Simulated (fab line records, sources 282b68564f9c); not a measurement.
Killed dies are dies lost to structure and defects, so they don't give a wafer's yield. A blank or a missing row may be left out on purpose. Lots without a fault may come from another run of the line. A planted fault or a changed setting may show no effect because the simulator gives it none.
A struck lot beside a sound one | flow rit_cmos | 15 steps out of a route of 202
Sound: wafers L287.2, L287.3, L287.4. Struck: wafers L297.1, L297.2, L297.5. The cause comes at the end.
At each step with rows: each side's tool, then ch and its chambers, then its first start. Under that, the readings that differ: sound wafers | struck wafers | difference of the means | sigmas: that difference in standard deviations of wafers without a fault.
alike: readings whose means differ by less than 2 such deviations, and words and numbers that are the same on both sides. not compared: withheld readings, readings that some wafer has no value for, bounds like >300 that may hide the same value, and numbers for which the record gives no deviation and whose values overlap.
The two part at a step that has a row with sigmas, a row that says differs or no value, or rows on one side only. Numbers that don't overlap but have no deviation are shown without sigmas and don't part them. A reading that every wafer of one side lacks parts them only if that side has two wafers or more.

first, 4 steps without rows for these wafers: RIT_GATE_SOFTBAKE_12 (time 60 s); RIT_GATE_EXPOSE_13 (exposes mask M6, target cd 150 nm); RIT_GATE_PEB_14; RIT_GATE_DEVELOP_15 (develop time 50 s).
RIT_GATE_CD_MEAS_16: target cd 150 nm.
  sound on cd_sem-02, day 2 13:41; struck on cd_sem-01, day 4 15:56
  alike: cd_nm
RIT_GATE_OVL_MEAS_17:
  sound on overlay-02, day 2 13:47; struck on overlay-02, day 4 16:03
  alike: GATE_OVL
then, 1 step without rows for these wafers: RIT_GATE_HARDBAKE_18 (time 60 s).
RIT_GATE_ETCH_19: etches poly-Si in SF6/CHF3/O2, stops on SiO2, time 165 s, target depth 312.5 nm.
  sound on rie_si-02 ch 0,1,2, day 2 13:58; struck on rie_si-02 ch 0,2,3, day 4 16:18
  alike: drypump_motor_current_A, oes_product_au, throttle_valve_pct
  not compared: rf_hours_counter_h
RIT_GATE_STRIP_20: strips in O2, time 180 s.
  sound on plasma_asher-04 ch 0,1, day 2 14:05; struck on plasma_asher-02 ch 0,1, day 4 16:25
  alike: drypump_motor_current_A
  not compared: rf_hours_counter_h
RIT_GATE_CD_MEAS_90: target cd 150 nm.
  sound on cd_sem-01, day 2 14:16; struck on cd_sem-01, day 4 16:35
  alike: cd_nm
then, 2 steps without rows for these wafers: RIT_REOX_CLEAN_00 (cleans in SC1, time 600 s); RIT_REOX_CLEAN_01 (cleans in dHF, time 30 s).
RIT_REOX_CLEAN_02: cleans in SC2, time 600 s.
  sound on wet_bench-04 ch 2, day 2 14:34; struck on wet_bench-04 ch 3, day 4 16:55
  reading          | sound       | struck      | difference | sigmas
  run_length_s (s) | 624 624 624 | 583 583 583 | -41        | -10
then, 1 step without rows for these wafers: RIT_REOX_OXIDATION_03 (target thk 25.2 nm, ox time 5580 s).
RIT_M1_PROBE_99:
  sound on prober-01, day 3 10:05; struck on prober-01, day 5 11:53
  reading             | sound | struck | difference | sigmas
  killed_at_front_end | 8 6 2 | 17     | +12        | +4
  killed_dies         | 8 6 2 | 17     | +12        | +4
  killed_open         | 3 3 1 | 8      | +6         | +3
  killed_short        | 5 3 1 | 9      | +6         | +4

WHERE THEY PART
First at RIT_REOX_CLEAN_02; last, within this record, at RIT_M1_PROBE_99.

WHY: what the simulator had put in
Process parameter drift: wet_bench-04, from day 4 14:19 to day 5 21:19, at RIT_REOX_CLEAN_02. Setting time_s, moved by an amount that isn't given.
